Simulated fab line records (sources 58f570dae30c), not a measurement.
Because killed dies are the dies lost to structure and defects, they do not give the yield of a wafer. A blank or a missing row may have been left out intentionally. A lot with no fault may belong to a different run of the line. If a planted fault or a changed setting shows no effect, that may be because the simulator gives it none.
Which tool is to blame? / flow berkeley cmos170 / 13 lots, 39 wafers sampled, at 3 steps of a route of 331

WHAT EACH GAUGE READ, for each wafer
UCB170_START_BOW_MEAS_00.
lot=L840; measured=day 1 15:01; on=film metro-03; INCOMING_BOW (um)=11 -1 12
lot=L841; measured=day 1 20:01; on=film metro-01; INCOMING_BOW (um)=-6 -5 0
lot=L842; measured=day 2 01:00; on=film metro-02; INCOMING_BOW (um)=-3 -10 1
lot=L843; measured=day 2 06:01; on=film metro-02; INCOMING_BOW (um)=-3 -2 -1
lot=L844; measured=day 2 11:01; on=film metro-01; INCOMING_BOW (um)=-3 0 -6
lot=L846; measured=day 2 21:00; on=film metro-02; INCOMING_BOW (um)=-7 1 6
lot=L848; measured=day 3 07:01; on=film metro-03; INCOMING_BOW (um)=-1 -8 4
lot=L853; measured=day 4 08:01; on=film metro-01; INCOMING_BOW (um)=-2 -6 4
lot=L856; measured=day 4 23:02; on=film metro-02; INCOMING_BOW (um)=2 0 -3
lot=L857; measured=day 5 04:01; on=film metro-01; INCOMING_BOW (um)=-2 -8 6
lot=L858; measured=day 5 09:01; on=film metro-01; INCOMING_BOW (um)=9 0 14
lot=L859; measured=day 5 14:00; on=film metro-03; INCOMING_BOW (um)=-5 -1 15
lot=L862; measured=day 6 05:00; on=film metro-03; INCOMING_BOW (um)=-3 5 1

UCB170_NWELL_THK_MEAS_05.
lot=L840; measured=day 2 08:30; on=film metro-02; NWELL_NITRIDE_THK (nm)=224.7 224.9 224.4
lot=L841; measured=day 2 18:52; on=film metro-01; NWELL_NITRIDE_THK (nm)=220.2 221.2 220.8
lot=L842; measured=day 3 01:55; on=film metro-02; NWELL_NITRIDE_THK (nm)=222.7 220.5 222.0
lot=L843; measured=day 3 01:56; on=film metro-01; NWELL_NITRIDE_THK (nm)=219.3 220.6 218.8
lot=L844; measured=day 3 10:55; on=film metro-02; NWELL_NITRIDE_THK (nm)=222.2 225.1 223.6
lot=L846; measured=day 3 19:35; on=film metro-01; NWELL_NITRIDE_THK (nm)=221.8 221.1 221.2
lot=L848; measured=day 4 06:41; on=film metro-02; NWELL_NITRIDE_THK (nm)=225.9 225.4 222.9
lot=L853; measured=day 5 17:38; on=film metro-01; NWELL_NITRIDE_THK (nm)=228.1 227.2 227.1
lot=L856; measured=day 6 01:59; on=film metro-01; NWELL_NITRIDE_THK (nm)=222.8 222.4 222.7
lot=L857; measured=day 6 08:51; on=film metro-04; NWELL_NITRIDE_THK (nm)=226.7 225.0 224.9
lot=L858; measured=day 6 08:51; on=film metro-01; NWELL_NITRIDE_THK (nm)=223.0 222.7 222.2
lot=L859; measured=day 6 13:56; on=film metro-04; NWELL_NITRIDE_THK (nm)=222.1 224.3 222.5
lot=L862; measured=day 7 00:49; on=film metro-04; NWELL_NITRIDE_THK (nm)=223.2 223.9 224.2

UCB170_NWELL_TW_MEAS_16.
lot=L840; measured=day 2 10:42; on=film metro-01; NWELL_TW=1272 1270 1271
lot=L841; measured=day 2 20:49; on=film metro-01; NWELL_TW=1278 1276 1264
lot=L842; measured=day 3 03:54; on=film metro-01; NWELL_TW=1261 1256 1260
lot=L843; measured=day 3 03:50; on=film metro-02; NWELL_TW=1237 1240 1251
lot=L844; measured=day 3 12:12; on=film metro-02; NWELL_TW=1243 1239 1248
lot=L846; measured=day 3 21:10; on=film metro-02; NWELL_TW=1235 1244 1242
lot=L848; measured=day 4 08:07; on=film metro-02; NWELL_TW=1247 1248 1254
lot=L853; measured=day 5 18:56; on=film metro-01; NWELL_TW=1261 1263 1264
lot=L856; measured=day 6 03:25; on=film metro-02; NWELL_TW=1240 1243 1238
lot=L857; measured=day 6 11:23; on=film metro-04; NWELL_TW=1238 1242 1239
lot=L858; measured=day 6 10:32; on=film metro-02; NWELL_TW=1236 1235 1239
lot=L859; measured=day 6 15:13; on=film metro-04; NWELL_TW=1241 1243 1238
lot=L862; measured=day 7 03:41; on=film metro-04; NWELL_TW=1251 1235 1241

WHAT TOOL EACH LOT RAN ON (gives the tool, then ch and the chambers of the sampled wafers, and finally the start)
The record shows no process step preceding these readings.

WHAT THE TOOLS THEMSELVES READ (means of the sampled wafers that have a number; where no wafer has one, the mark that the record gives instead)
The record holds no such reading with a usual standard deviation.

THE ANSWER, worked out from the rows above alone
Rule: usual is defined by the lots themselves. The widest of any qualifying gaps counts: lots, ordered by their means at a reading, are off when they make up no more than a third of the lots, leave a main group of 4 or more, and stand apart from it by 3 or more times the standard deviation of that group's means. A main group whose means are all the same, to the digits that the tables above print for the reading, isn't used. Also off: a lot with no number at a reading for which 4 or more lots have one. All remaining lots with rows at the step are treated as sound. Order of review: gauges by route order, followed by the tools' own readings, for which a lot's mean as printed above is used. At the first step where some lot is off, the reading lying furthest off is the one used; lots without a number count as furthest.
No lot is off at any reading shown: from this, nothing can be told.

WHAT THE SIMULATOR HAD PUT IN
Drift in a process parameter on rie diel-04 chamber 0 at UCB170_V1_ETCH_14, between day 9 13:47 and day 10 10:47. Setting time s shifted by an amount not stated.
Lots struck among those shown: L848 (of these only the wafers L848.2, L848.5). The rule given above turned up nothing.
